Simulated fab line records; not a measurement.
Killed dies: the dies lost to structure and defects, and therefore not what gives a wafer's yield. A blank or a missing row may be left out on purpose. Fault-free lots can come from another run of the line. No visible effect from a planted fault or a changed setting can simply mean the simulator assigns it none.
fab line records -- flow rit-cmos
[record] lots = 13, wafers = 39, last-day = 7
route steps=202 shown PLDD@124 SILICIDE@167 CONTACT@173
lots that met no fault: taken from a fault-free run of the same line
start-h: start of the lot's first displayed wafer, in hours after the record's first day -- wait-h: hours since the lot's step before -- " unchanged from the row above -- L1.1+2: several wafers, shown together as one row -- - value missing, or start not given -- * or withheld: withheld -- < > ~ a bound
route shown NAME@n: NAME is a module with steps in the file, n the number in the route of the first one -- usual: the fault-free wafers' mean and standard deviation -- same: alike in all rows -- chamber/n: place in a boat -- sites: per-site readings -- _std_site: standard deviation across them -- _edge_site: mean of outer sites minus mean of inner sites -- radius-mm: how far each site lies from the wafer's centre -- mask NAME#n: copy n -- behind: the tool/chamber that last shaped the wafer -- hold: why the lot was held/for how many hours/how that ended -- device: which transistor (n, p or np) failed to switch -- end of line: tests run on the same wafers once the route is complete -- a step without rows: its recipe alone -- killed: count of dies lost to structure and defects at first sort (not the wafer's yield) -- map: the dies of a wafer, with x for killed, . for not killed, _ for no die there
set.NAME: the setting the step ran with; set.NAME@STEP: the setting that earlier step ran with -- model.NAME: the simulator's own value behind a step, which no gauge read
steps of the route over a sample of lots; a table a step, a row a wafer
services: from which hour (start-h, from the record's first day; less than 0 if before it) a tool's chamber was out of use, for how many hours, and why
[[steps]]
[step RIT_PLDD_TW_MEAS_10]
[usual] PLDD_TW = 2344/10
lot.wafer,tool,chamber,start-h,wait-h,PLDD_TW
L143.1,film-metro-04,-,50.37,0.1,2343
L143.4,film-metro-04,-,50.37,0.1,2341
L143.6,film-metro-04,-,50.37,0.1,2355
L144.1,film-metro-04,-,54.90,0.1,2352
L144.4,film-metro-04,-,54.90,0.1,2347
L144.6,film-metro-04,-,54.90,0.1,2352
L146.2,film-metro-04,-,64.84,0.1,2341
L146.3,film-metro-04,-,64.84,0.1,2344
L146.4,film-metro-04,-,64.84,0.1,2340
L148.1,film-metro-04,-,74.80,0.1,2341
L148.2,film-metro-04,-,74.80,0.1,2346
L148.3,film-metro-04,-,74.80,0.1,2349
L149.2,film-metro-03,-,83.62,0.1,2352
L149.3,film-metro-03,-,83.62,0.1,2353
L149.4,film-metro-03,-,83.62,0.1,2347
L151.3,film-metro-04,-,90.55,0.1,2344
L151.4,film-metro-04,-,90.55,0.1,2342
L151.6,film-metro-04,-,90.55,0.1,2339
L152.1,film-metro-02,-,93.72,0.1,2344
L152.3,film-metro-02,-,93.72,0.1,2344
L152.6,film-metro-02,-,93.72,0.1,2352
L153.4,film-metro-02,-,98.31,0.1,2348
L153.5,film-metro-02,-,98.31,0.1,2342
L153.6,film-metro-02,-,98.31,0.1,2333
L154.2,film-metro-03,-,102.78,0.1,2324
L154.4,film-metro-03,-,102.78,0.1,2314
L154.5,film-metro-03,-,102.78,0.1,2322
L162.2,film-metro-02,-,143.92,0.1,2355
L162.5,film-metro-02,-,143.92,0.1,2343
L162.6,film-metro-02,-,143.92,0.1,2359
L163.2,film-metro-04,-,148.47,0.1,2359
L163.4,film-metro-04,-,148.47,0.1,2364
L163.5,film-metro-04,-,148.47,0.1,2362
L164.1,film-metro-04,-,155.52,0.1,2355
L164.5,film-metro-04,-,155.52,0.1,2344
L164.6,film-metro-04,-,155.52,0.1,2343
L165.2,film-metro-02,-,159.93,0.1,2369
L165.3,film-metro-02,-,159.93,0.1,2358
L165.4,film-metro-02,-,159.93,0.1,2352
[step RIT_SILICIDE_RTA_06]
[recipe] temp-c = 750, time-s = 10, idle-temp-c = 25, ramp-up-s = 5, ramp-down-s = 10, cool-to-c = 25, ambient = N2
[usual] wafer_temp_C_max = 752.9/0.58
lot.wafer,tool,chamber,start-h,wait-h,wafer_temp_C_max
L143.1,rtp-anneal-01,0,57.41,0.0,751.2
L143.4,rtp-anneal-01,0,57.41,0.0,752.1
L143.6,rtp-anneal-01,0,57.41,0.0,752.8
L144.1,rtp-anneal-02,0,61.93,0.0,753.0
L144.4,rtp-anneal-02,0,61.93,0.0,753.8
L144.6,rtp-anneal-02,0,61.93,0.0,752.2
L146.2,rtp-anneal-02,0,71.86,0.0,754.3
L146.3,rtp-anneal-02,0,71.86,0.0,753.8
L146.4,rtp-anneal-02,0,71.86,0.0,753.0
L148.1,rtp-anneal-02,0,81.80,0.0,752.5
L148.2,rtp-anneal-02,0,81.80,0.0,752.1
L148.3,rtp-anneal-02,0,81.80,0.0,752.2
L149.2,rtp-anneal-01,0,90.42,0.0,752.3
L149.3,rtp-anneal-01,0,90.42,0.0,752.4
L149.4,rtp-anneal-01,0,90.42,0.0,752.1
L151.3,rtp-anneal-01,0,98.07,0.0,753.4
L151.4,rtp-anneal-01,0,98.07,0.0,752.6
L151.6,rtp-anneal-01,0,98.07,0.0,752.7
L152.1,rtp-anneal-02,0,100.49,0.0,752.2
L152.3,rtp-anneal-02,0,100.49,0.0,753.7
L152.6,rtp-anneal-02,0,100.49,0.0,752.2
L153.4,rtp-anneal-01,0,105.50,0.0,753.3
L153.5,rtp-anneal-01,0,105.50,0.0,752.8
L153.6,rtp-anneal-01,0,105.50,0.0,753.5
L154.2,rtp-anneal-02,0,109.67,0.0,751.9
L154.4,rtp-anneal-02,0,109.67,0.0,752.5
L154.5,rtp-anneal-02,0,109.67,0.0,753.3
L162.2,rtp-anneal-02,0,154.30,0.0,753.2
L162.5,rtp-anneal-02,0,154.30,0.0,752.8
L162.6,rtp-anneal-02,0,154.30,0.0,753.3
L163.2,rtp-anneal-01,0,157.56,0.0,753.5
L163.4,rtp-anneal-01,0,157.56,0.0,754.0
L163.5,rtp-anneal-01,0,157.56,0.0,753.2
L164.1,rtp-anneal-02,0,162.38,0.0,752.6
L164.5,rtp-anneal-02,0,162.38,0.0,752.9
L164.6,rtp-anneal-02,0,162.38,0.0,752.7
L165.2,rtp-anneal-01,0,168.01,0.0,753.3
L165.3,rtp-anneal-01,0,168.01,0.0,753.2
L165.4,rtp-anneal-01,0,168.01,0.0,753.4
[step RIT_CONTACT_EXPOSE_05]
[recipe] mask-id = M11, na = 0.6, source-shape = conventional, sigma-outer = 0.5, target-cd-nm = 1000, dose-mj = 250
lot.wafer,tool,chamber,start-h,wait-h,mask
L143.1+4+6,iline-stepper-01,0,58.16,0.2,M11#0
L144.1+4+6,iline-stepper-01,0,62.62,0.2,M11#0
L146.2+3+4,iline-stepper-02,0,72.54,0.1,M11#0
L148.1+2+3,iline-stepper-02,0,82.55,0.2,M11#0
L149.2+3+4,iline-stepper-02,0,91.05,0.1,M11#0
L151.3+4+6,iline-stepper-01,0,98.71,0.1,M11#0
L152.1+3+6,iline-stepper-02,0,101.24,0.2,M11#0
L153.4+5+6,iline-stepper-01,0,106.28,0.2,M11#0
L154.2+4+5,iline-stepper-01,0,110.31,0.1,M11_R1#0
L162.2+5+6,iline-stepper-01,0,154.94,0.1,M11#0
L163.2+4+5,iline-stepper-02,0,158.49,0.2,M11#0
L164.1+5+6,iline-stepper-02,0,163.04,0.2,M11#0
L165.2+3+4,iline-stepper-01,0,168.77,0.2,M11#0
[step RIT_CONTACT_CD_MEAS_08]
[recipe] target-cd-nm = 1000
[usual] cd-nm = 1000.4/1.8
lot.wafer,tool,chamber,start-h,wait-h,cd-nm
L143.1,cd-sem-01,-,58.68,-,1000.4
L143.4,cd-sem-01,-,58.68,-,1001.7
L143.6,cd-sem-01,-,58.68,-,999.9
L144.1,cd-sem-01,-,63.13,-,1002.3
L144.4,cd-sem-01,-,63.13,-,1001.5
L144.6,cd-sem-01,-,63.13,-,1001.4
L146.2,cd-sem-01,-,73.06,-,1000.5
L146.3,cd-sem-01,-,73.06,-,999.4
L146.4,cd-sem-01,-,73.06,-,998.6
L148.1,cd-sem-02,-,83.07,-,997.3
L148.2,cd-sem-02,-,83.07,-,997.1
L148.3,cd-sem-02,-,83.07,-,996.5
L149.2,cd-sem-02,-,91.57,-,1001.8
L149.3,cd-sem-02,-,91.57,-,1002.3
L149.4,cd-sem-02,-,91.57,-,1002.8
L151.3,cd-sem-01,-,99.23,-,1000.1
L151.4,cd-sem-01,-,99.23,-,999.3
L151.6,cd-sem-01,-,99.23,-,1001.1
L152.1,cd-sem-01,-,101.76,-,1001.6
L152.3,cd-sem-01,-,101.76,-,1002.4
L152.6,cd-sem-01,-,101.76,-,1002.8
L153.4,cd-sem-01,-,106.80,-,999.8
L153.5,cd-sem-01,-,106.80,-,1001.1
L153.6,cd-sem-01,-,106.80,-,1000.7
L154.2,cd-sem-01,-,110.82,-,1151.9
L154.4,cd-sem-01,-,110.82,-,1153.7
L154.5,cd-sem-01,-,110.82,-,1152.2
L162.2,cd-sem-02,-,155.45,-,998.5
L162.5,cd-sem-02,-,155.45,-,999.4
L162.6,cd-sem-02,-,155.45,-,999.6
L163.2,cd-sem-02,-,159.00,-,998.1
L163.4,cd-sem-02,-,159.00,-,997.9
L163.5,cd-sem-02,-,159.00,-,997.6
L164.1,cd-sem-02,-,163.56,-,1000.7
L164.5,cd-sem-02,-,163.56,-,998.7
L164.6,cd-sem-02,-,163.56,-,999.1
L165.2,cd-sem-02,-,169.29,-,1003.1
L165.3,cd-sem-02,-,169.29,-,1000.3
L165.4,cd-sem-02,-,169.29,-,999.4
[step RIT_CONTACT_ETCH_11]
[recipe] target-depth-a = 4800, over-etch-frac = 0.2, stop-on = TiSi2, chemistry = CHF3/CF4/Ar, target = SiO2, CHF3_flow_sccm = 50, cf4-flow-sccm = 10, Ar_flow_sccm = 100, O2_flow_sccm = 5, pressure-mtorr = 100, rf-w = 200, time-s = 320
[usual] drypump-motor-current-A = 5.7/0.37, oes-product-au = 0.985/0.017, throttle-valve-pct = 8.90/0.11
lot.wafer,tool,chamber,start-h,wait-h,drypump-motor-current-A,oes-product-au,rf-hours-counter-h,throttle-valve-pct
L143.1,rie-diel-03,1,59.11,0.1,6.0,0.968,7,8.82
L143.4,rie-diel-03,3,59.11,0.1,5.2,0.958,127,9.00
L143.6,rie-diel-03,1,59.11,0.1,6.0,0.969,-,8.81
L144.1,rie-diel-02,2,63.44,0.1,6.2,0.965,19,8.68
L144.4,rie-diel-02,1,63.44,0.1,5.6,0.993,30,9.00
L144.6,rie-diel-02,2,63.44,0.1,6.3,0.958,-,8.67
L146.2,rie-diel-03,3,73.34,0.1,5.2,0.950,127,9.02
L146.3,rie-diel-03,2,73.34,0.1,5.3,0.976,11,8.84
L146.4,rie-diel-03,0,73.34,0.1,5.6,0.994,3,8.99
L148.1,rie-diel-01,2,83.38,0.1,6.1,1.020,73,9.07
L148.2,rie-diel-01,3,83.38,0.1,5.7,0.986,31,8.87
L148.3,rie-diel-01,0,83.38,0.1,5.6,0.989,124,9.01
L149.2,rie-diel-03,3,91.85,0.1,5.2,0.953,127,9.02
L149.3,rie-diel-03,0,91.85,0.1,5.7,0.998,4,8.98
L149.4,rie-diel-03,2,91.85,0.1,5.3,0.985,11,8.85
L151.3,rie-diel-01,1,99.50,0.1,5.2,0.993,13,8.80
L151.4,rie-diel-01,0,99.50,0.1,5.6,0.991,124,9.00
L151.6,rie-diel-01,3,99.50,0.1,5.6,0.982,-,8.88
L152.1,rie-diel-02,0,102.14,0.1,5.9,0.986,61,8.88
L152.3,rie-diel-02,2,102.14,0.1,6.2,0.952,20,8.69
L152.6,rie-diel-02,0,102.14,0.1,5.9,0.989,-,8.88
L153.4,rie-diel-03,2,107.04,0.1,5.3,0.984,12,8.85
L153.5,rie-diel-03,0,107.04,0.1,5.7,0.995,-,8.98
L153.6,rie-diel-03,3,107.04,0.1,5.2,0.960,-,9.02
L154.2,rie-diel-01,2,111.11,0.1,6.1,1.024,73,9.06
L154.4,rie-diel-01,0,111.11,0.1,5.6,0.989,124,9.02
L154.5,rie-diel-01,1,111.11,0.1,5.2,0.990,-,8.82
L162.2,rie-diel-01,3,155.74,0.1,5.6,0.985,33,8.86
L162.5,rie-diel-01,3,155.74,0.1,5.6,0.981,-,8.87
L162.6,rie-diel-01,2,155.74,0.1,6.1,1.024,-,9.07
L163.2,rie-diel-02,3,159.29,0.1,6.2,0.991,46,8.85
L163.4,rie-diel-02,2,159.29,0.1,6.3,0.964,21,8.68
L163.5,rie-diel-02,3,159.29,0.1,6.3,0.994,-,8.85
L164.1,rie-diel-03,3,163.87,0.1,5.2,0.955,129,9.00
L164.5,rie-diel-03,0,163.87,0.1,5.7,0.990,-,9.00
L164.6,rie-diel-03,1,163.87,0.1,6.0,0.970,-,8.79
L165.2,rie-diel-01,0,169.57,0.1,5.6,0.983,125,9.02
L165.3,rie-diel-01,3,169.57,0.1,5.6,0.987,34,8.87
L165.4,rie-diel-01,1,169.57,0.1,5.2,0.994,15,8.79
[[services]]
tool,chamber,start-h,hours,kind
rie-diel-02,2,47.53,3.1,repair
rie-diel-02,0,54.83,2.9,repair
rie-diel-03,1,76.94,5.7,repair
rie-diel-01,2,77.17,2.2,repair
rie-diel-02,1,86.78,10.0,repair
rie-diel-01,2,89.83,1.3,repair
rie-diel-02,3,92.04,7.8,repair
rie-diel-03,2,116.15,2.5,repair
rie-diel-03,-,120.86,4.3,pm
iline-stepper-01,-,135.02,2.7,repair
rie-diel-01,0,135.18,18.1,repair
rie-diel-03,3,146.38,4.0,repair
rie-diel-02,0,147.44,1.9,repair
[[key]]
[first-sign] step = RIT_CONTACT_EXPOSE_05, reading = mask, direction = changed
[effect] step = RIT_CONTACT_CD_MEAS_08, reading = cd-nm, direction = up, sigmas = 84, usual = 1000.4, struck = 1152.6
met-at RIT_CONTACT_EXPOSE_05
struck-lots L154
sort-left-out L154.2,L154.4,L154.5
tester-left-out L154
not-acting-at RIT_PLDD_TW_MEAS_10,RIT_SILICIDE_RTA_06,RIT_CONTACT_ETCH_11
onset-between 106.28 110.31
[fault] kind = wrong-mask, tool = any, chamber = -, onset-h = 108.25, steps = RIT_CONTACT_EXPOSE_05, aux-copy = M11_R1#0, cd-offset-nm = 150, scope = struck-lots-only
// tester-left-out: of these lots the tester's yield and bins aren't shown, on N5 and GAA mostly nor the transistor test; their killed dies are dies lost to structure and defects alone, not to doping, threshold or leakage, so they don't give the yield
// sort-left-out: the simulated sort isn't trusted on such a fault, so these wafers' sort isn't shown, and their yield isn't known
